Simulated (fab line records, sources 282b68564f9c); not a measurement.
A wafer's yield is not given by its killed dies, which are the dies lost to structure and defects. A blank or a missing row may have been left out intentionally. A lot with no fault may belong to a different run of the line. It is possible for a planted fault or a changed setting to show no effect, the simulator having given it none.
Struck lot and sound lot, side by side | flow rit-cmos | 15 out of 202 route steps
Sound: these wafers, L661.1, L661.2, L661.5. The struck wafers were L673.3, L673.4, L673.6. The cause comes at the end.
For every step that has rows: the tool of each side, followed by ch and its chambers, followed by its first start. Under that, the readings that differ: sound wafers | struck wafers | difference of the means | sigmas: that difference in standard deviations of wafers without a fault.
alike: readings whose means differ by less than 2 such deviations, and words and numbers that are the same on both sides. not compared: withheld readings, readings that some wafer has no value for, bounds like >300 that may hide the same value, and numbers for which the record gives no deviation and whose values overlap.
A row with sigmas, a row that says differs or no value, or rows on one side alone: a step with any of these is where the two part. Numbers that have no deviation but don't overlap get no sigmas and don't part them. A reading missing from all wafers of one side parts the sides only when that side holds two or more wafers.

first, 3 steps without rows for these wafers: RIT_ACTIVE_CLEAN_16 (cleans in dHF, time 30 s); RIT_ACTIVE_CLEAN_17 (cleans in SC2, time 600 s); RIT_FOX1_OXIDATION_00 (target thk 350.7 nm, ox time 1130 s).
RIT_FOX1_THK_MEAS_01:
  struck on film-metro-01, day 5 10:58; sound on film-metro-02, day 3 00:50
  alike: FOX1_OXIDE_THK
then, 2 steps without rows for these wafers: RIT_FOX1_WET_ETCH_02 (etches SiO2 in BOE, target depth 350 nm, time 390 s); RIT_FOX2_OXIDATION_00 (target thk 350.7 nm, ox time 1130 s).
RIT_FOX2_THK_MEAS_01:
  struck on film-metro-04, day 5 12:27; sound on film-metro-04, day 3 02:20
  alike: FOX2_OXIDE_THK
then, 2 steps without rows for these wafers: RIT_FOX2_CLEAN_02 (cleans in dHF, time 180 s); RIT_FOX2_WET_ETCH_03 (etches Si3N4 in H3PO4, target depth 195 nm, time 2700 s).
RIT_FOX2_THK_MEAS_90:
  struck on film-metro-02, day 5 14:09; sound on film-metro-03, day 3 03:16
  alike: FIELD_OXIDE_LEFT_1_THK
then, 2 steps without rows for these wafers: RIT_NWELL_HMDS_00 (prime time 60 s); RIT_NWELL_COAT_01 (resist thk 1300 nm).
RIT_NWELL_SOFTBAKE_02: time 60 s.
  sound on litho-track-01 ch 0, day 3 03:39; struck on litho-track-03 ch 0, day 5 14:32
  reading                  | sound             | struck            | difference | sigmas
  heater-power-total-W (W) | 34.62 34.57 34.53 | 34.94 34.84 34.84 | +0.30      | +6
  plate-temp-C (C)         | 90.30 90.07 90.28 | 90.68 90.59 90.64 | +0.42      | +3
  alike: exhaust-pa
then, 1 step without rows for these wafers: RIT_NWELL_EXPOSE_03 (exposes mask M2, target cd 43900 nm).
RIT_M1_PROBE_99:
  struck on prober-01, day 7 11:32; sound on prober-01, day 4 21:20
  alike: killed-at-contacts, killed-at-front-end, killed-dies, killed-open, killed-short

WHERE THEY PART
Only at RIT_NWELL_SOFTBAKE_02, as far as this record shows. Later steps at which nothing parts them and some readings are alike: RIT_M1_PROBE_99.

WHY: what had been put in by the simulator
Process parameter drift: litho-track-03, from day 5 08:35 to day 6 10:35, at RIT_NWELL_SOFTBAKE_02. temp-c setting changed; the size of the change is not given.
